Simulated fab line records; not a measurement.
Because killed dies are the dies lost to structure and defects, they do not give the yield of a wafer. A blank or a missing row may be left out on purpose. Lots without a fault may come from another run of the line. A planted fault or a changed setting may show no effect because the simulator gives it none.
fab line records | flow berkeley_cmos170 | part 2 of 2: steps 27 to 35 of 35
[record] lots = 5 wafers = 15 last_day = 11
route steps=331 shown PWELL@49 WELLDRIVE@55 ACTIVE@60 PFIELD@79
lots with no fault: from the same line, run without faults
start_h: hours from the record's opening day to when the first of the lot's shown wafers began | wait_h: how many hours have passed since the lot's step before this one | " the same as in the row above | L1.1+2: a single row standing in for several wafers | - no value, or no start was given | * or withheld: withheld | < > ~ a bound
route shown NAME@n: names a module that has steps shown in the file, with the first one's number in the route | usual: the fault-free wafers' mean and standard deviation | same: alike in all rows | chamber/n: place in a boat | sites: each site's reading | _std_site: their standard deviation | _edge_site: outer sites' mean less inner sites' | radius_mm: how far each site lies from the wafer's centre | mask NAME#n: copy n | behind: tool/chamber where the wafer was last shaped | hold: cause of the lot's hold/its duration in hours/its outcome | device: the n, p or np transistor that did not switch | end of line: the route-end tests of the same wafers | for a step that has no rows: nothing shown but its recipe | killed: at the first sort, the dies lost to defects and structure; wafer yield is something else | map: shows each die of a wafer: x if killed, . if not, _ if none is there
set.NAME: the setting that was run; set.NAME@STEP: the one run at that earlier step | model.NAME: the simulator's own value behind a step, which no gauge read
lots at selected steps of the route; one table per step, one row per wafer
services: the hour from which a tool's chamber was out of use, counted from the record's first day as start_h (under 0 if before that day), plus the number of hours and why
[[steps]]
[step UCB170_ACTIVE_ETCH_15]
[recipe] chemistry = CH3F/Ar/O2 target = Si3N4 stop_on = SiO2 CH3F_flow_sccm = 20 Ar_flow_sccm = 50 O2_flow_sccm = 7 pressure_mtorr = 50 rf_w = 450 target_depth_a = 2420 over_etch_frac = 0.1 time_s = 151
[usual] drypump_motor_current_A = 5.7/0.47 oes_product_au = 0.945/0.012 throttle_valve_pct = 8.08/0.12
// columns lot.wafer tool chamber start_h wait_h drypump_motor_current_A oes_product_au rf_hours_counter_h throttle_valve_pct
L074.2 rie_diel-03 2 80.04 0.0 6.0 0.933 13 7.92
L074.4 " 0 " " 5.6 0.956 44 8.06
L074.5 " 2 " " 6.0 0.936 - 7.91
L075.1 rie_diel-01 1 80.28 0.0 5.4 0.946 111 8.04
L075.2 " 2 " " 6.1 0.937 83 7.89
L075.4 " 3 " " 5.6 0.939 63 8.09
L084.1 rie_diel-01 2 137.42 0.0 6.1 0.939 85 7.90
L084.5 " 0 " " 6.5 0.948 - 8.16
L084.6 " 3 " " 5.6 0.947 - 8.06
L085.3 rie_diel-01 3 137.66 0.0 5.6 0.929 65 8.06
L085.5 " 1 " " 5.4 0.929 - 8.04
L085.6 " 0 " " 6.5 0.941 - 8.14
L094.1 rie_diel-03 3 176.48 0.0 5.7 0.971 133 8.33
L094.2 " 2 " " 6.0 0.952 18 7.92
L094.6 " 2 " " 6.0 0.945 - 7.92
[step UCB170_ACTIVE_STRIP_16]
[recipe] chemistry = O2 power_w = 400 pressure_mtorr = 3500 platen_temp_c = withheld o2_flow_sccm = 400 overash_fraction = 0.5
[usual] drypump_motor_current_A = 6.0/0.35 oes_product_au = 0.720/0.0048 strip_time_to_endpoint_s = 18.11/0.088
// columns lot.wafer tool chamber start_h wait_h drypump_motor_current_A oes_product_au rf_hours_counter_h strip_time_to_endpoint_s
L074.2 plasma_asher-01 0 80.14 0.1 6.5 0.723 36 18.20
L074.4 " 0 " " 6.5 0.721 - 18.07
L074.5 " 1 " " 5.5 0.719 - 18.14
L075.1 plasma_asher-04 0 80.38 0.1 5.8 0.720 35 18.07
L075.2 " 1 " " 6.2 0.722 35 18.00
L075.4 " 0 " " 5.9 0.710 - 18.00
L084.1 plasma_asher-02 1 137.52 0.1 6.0 0.724 34 17.99
L084.5 " 1 " " 6.0 0.728 - 18.17
L084.6 " 0 " " 5.7 0.724 - 18.01
L085.3 plasma_asher-02 1 137.79 0.1 6.0 0.727 - 18.09
L085.5 " 1 " " 6.0 0.715 - 18.21
L085.6 " 0 " " 5.7 0.720 - 18.29
L094.1 plasma_asher-01 0 176.58 0.1 6.5 0.713 48 18.12
L094.2 " 1 " " 5.5 0.724 48 18.16
L094.6 " 1 " " 5.5 0.719 - 18.07
[step UCB170_ACTIVE_CD_MEAS_90]
[recipe] target_cd_nm = 1200
[usual] cd_nm = 1199.7/1.4
// columns lot.wafer tool chamber start_h wait_h cd_nm
L074.2 cd_sem-01 - 80.35 0.2 1199.6
L074.4 " - " " 1199.7
L074.5 " - " " 1199.4
L075.1 cd_sem-01 - 80.48 0.1 1198.6
L075.2 " - " " 1200.8
L075.4 " - " " 1199.4
L084.1 cd_sem-02 - 137.70 0.1 1201.9
L084.5 " - " " 1200.7
L084.6 " - " " 1201.3
L085.3 cd_sem-02 - 137.98 0.2 1197.7
L085.5 " - " " 1197.9
L085.6 " - " " 1198.8
L094.1 cd_sem-02 - 176.68 0.1 1200.7
L094.2 " - " " 1201.3
L094.6 " - " " 1199.4
[step UCB170_ACTIVE_CLEAN_17]
[recipe] chemistry = SPM temp_c = 120 time_s = 600
[usual] bath_guard_temp_C = 119.87/0.27
// columns lot.wafer tool chamber start_h wait_h bath_guard_temp_C
L074.2 wet_bench-03 0 80.85 0.5 119.88
L074.4 " 0 " " 120.32
L074.5 " 0 " " 120.01
L075.1 wet_bench-03 3 80.85 0.4 120.06
L075.2 " 3 " " 119.88
L075.4 " 3 " " 120.14
L084.1 wet_bench-04 0 138.96 1.2 119.83
L084.5 " 0 " " 119.76
L084.6 " 0 " " 119.67
L085.3 wet_bench-04 0 138.96 1.0 119.52
L085.5 " 0 " " 119.60
L085.6 " 0 " " 119.82
L094.1 wet_bench-04 1 176.80 0.1 119.75
L094.2 " 1 " " 120.01
L094.6 " 1 " " 120.16
[step UCB170_PFIELD_HMDS_00]
[recipe] prime_time_s = 60 prime_temp_c = 100
[usual] resist_line_temp_C = 23.01/0.12
// columns lot.wafer tool chamber start_h wait_h resist_line_temp_C
L075.1 litho_track-03 0 81.03 0.0 22.98
L075.2 " 0 " " 22.89
L075.4 " 0 " " 23.05
L074.2 litho_track-01 0 81.31 0.3 22.92
L074.4 " 0 " " 22.92
L074.5 " 0 " " 22.89
L084.1 litho_track-03 0 139.75 0.6 23.00
L084.5 " 0 " " 22.99
L084.6 " 0 " " 22.95
L085.3 litho_track-01 0 140.18 1.1 22.92
L085.5 " 0 " " 23.02
L085.6 " 0 " " 22.97
L094.1 litho_track-02 0 176.98 0.0 23.14
L094.2 " 0 " " 23.10
L094.6 " 0 " " 23.12
[step UCB170_PFIELD_COAT_01]
[recipe] resist = KrF spin_rpm = 1500 resist_thk_nm = 900
[usual] resist_line_temp_C = 23.02/0.094
// columns lot.wafer tool chamber start_h wait_h resist_line_temp_C
L075.1 litho_track-03 0 81.18 0.1 23.01
L075.2 " 0 " " 22.93
L075.4 " 0 " " 22.94
L074.2 litho_track-01 0 81.46 0.1 22.91
L074.4 " 0 " " 23.10
L074.5 " 0 " " 23.03
L084.1 litho_track-03 0 139.90 0.1 22.99
L084.5 " 0 " " 22.96
L084.6 " 0 " " 23.00
L085.3 litho_track-01 0 140.33 0.1 23.02
L085.5 " 0 " " 23.06
L085.6 " 0 " " 22.88
L094.1 litho_track-02 0 177.13 0.1 22.95
L094.2 " 0 " " 23.10
L094.6 " 0 " " 23.10
[step UCB170_PFIELD_SOFTBAKE_02]
[recipe] resist = KrF temp_c = 130 time_s = 60
[usual] heater_power_total_W = 56.80/0.044 resist_line_temp_C = 23.01/0.12
// columns lot.wafer tool chamber start_h wait_h heater_power_total_W resist_line_temp_C
L075.1 litho_track-03 0 81.33 0.1 56.80 22.93
L075.2 " 0 " " 56.81 23.07
L075.4 " 0 " " 56.76 23.07
L074.2 litho_track-01 0 81.61 0.1 56.77 23.09
L074.4 " 0 " " 56.87 23.11
L074.5 " 0 " " 56.84 23.13
L084.1 litho_track-03 0 140.05 0.1 56.84 22.93
L084.5 " 0 " " 56.83 22.91
L084.6 " 0 " " 56.91 22.91
L085.3 litho_track-01 0 140.48 0.1 56.79 22.95
L085.5 " 0 " " 56.74 22.93
L085.6 " 0 " " 56.87 22.87
L094.1 litho_track-02 0 177.28 0.1 56.77 22.95
L094.2 " 0 " " 56.80 23.09
L094.6 " 0 " " 56.77 23.03
[step UCB170_PFIELD_EXPOSE_03]
[recipe] mask_id = PFIELD na = 0.5 sigma_outer = 0.6 source_shape = conventional target_cd_nm = 1500 dose_mj = 30.55
[usual] focus_offset_nm = -0.2/0.44
// columns lot.wafer tool chamber start_h wait_h mask focus_offset_nm
L075.1 krf_scanner-01 0 81.61 0.2 PFIELD#0 -0.8
L075.2 " 0 " " PFIELD#0 0.6
L075.4 " 0 " " PFIELD#0 -0.7
L074.2 krf_scanner-02 0 81.98 0.3 PFIELD#0 -0.5
L074.4 " 0 " " PFIELD#0 -1.0
L074.5 " 0 " " PFIELD#0 -0.5
L084.1 krf_scanner-02 0 - - PFIELD#0 -0.3
L084.5 " 0 " " PFIELD#0 -0.1
L084.6 " 0 " " PFIELD#0 0.0
L085.3 krf_scanner-01 0 - - PFIELD#0 0.4
L085.5 " 0 " " PFIELD#0 0.4
L085.6 " 0 " " PFIELD#0 -0.5
L094.1 krf_scanner-02 0 177.55 0.2 PFIELD#0 -1.0
L094.2 " 0 " " PFIELD#0 -0.6
L094.6 " 0 " " PFIELD#0 0.1
[step UCB170_PFIELD_PEB_04]
[recipe] peb_temp_c = 130 peb_time_s = withheld resist = KrF
[usual] heater_power_total_W = 56.81/0.043 resist_line_temp_C = 23.02/0.096
// columns lot.wafer tool chamber start_h wait_h heater_power_total_W resist_line_temp_C
L075.1 litho_track-02 0 82.03 0.4 56.89 23.03
L075.2 " 0 " " 56.81 23.01
L075.4 " 0 " " 56.82 22.98
L074.2 litho_track-01 0 82.49 0.5 56.73 23.07
L074.4 " 0 " " 56.83 22.85
L074.5 " 0 " " 56.76 23.03
L084.1 litho_track-03 0 - - 56.82 23.08
L084.5 " 0 " " 56.79 22.97
L084.6 " 0 " " 56.77 23.08
L085.3 litho_track-03 0 - - 56.85 23.02
L085.5 " 0 " " 56.86 23.02
L085.6 " 0 " " 56.79 22.92
L094.1 litho_track-02 0 177.67 0.1 56.77 23.00
L094.2 " 0 " " 56.80 23.10
L094.6 " 0 " " 56.87 22.99
[[services]]
// columns tool chamber start_h hours kind
implanter-02 - 30.73 2.6 repair
implanter-04 - 30.94 2.0 repair
furnace-02 - 34.13 3.8 pm
wet_bench-03 - 53.25 4.4 pm
implanter-03 - 54.41 4.1 repair
rie_diel-01 0 55.27 6.1 repair
krf_scanner-02 - 60.35 1.3 pm
plasma_asher-04 - 64.15 2.7 repair
krf_scanner-01 - 67.80 0.8 pm
furnace-01 - 71.48 4.1 pm
krf_scanner-02 - 76.30 2.5 repair
plasma_asher-03 - 76.99 2.3 repair
implanter-02 - 78.82 1.6 repair
plasma_asher-02 - 88.36 1.9 repair
plasma_asher-03 - 90.49 6.0 repair
krf_scanner-01 - 98.63 1.3 pm
rie_diel-01 1 111.22 3.1 repair
krf_scanner-01 - 111.74 1.0 pm
krf_scanner-02 - 134.87 1.0 pm
krf_scanner-02 - 142.57 0.8 pm
lpcvd-01 - 157.26 11.4 repair
krf_scanner-01 - 166.06 3.9 repair
rie_diel-03 0 167.99 8.6 repair
wet_bench-03 - 168.59 1.7 repair
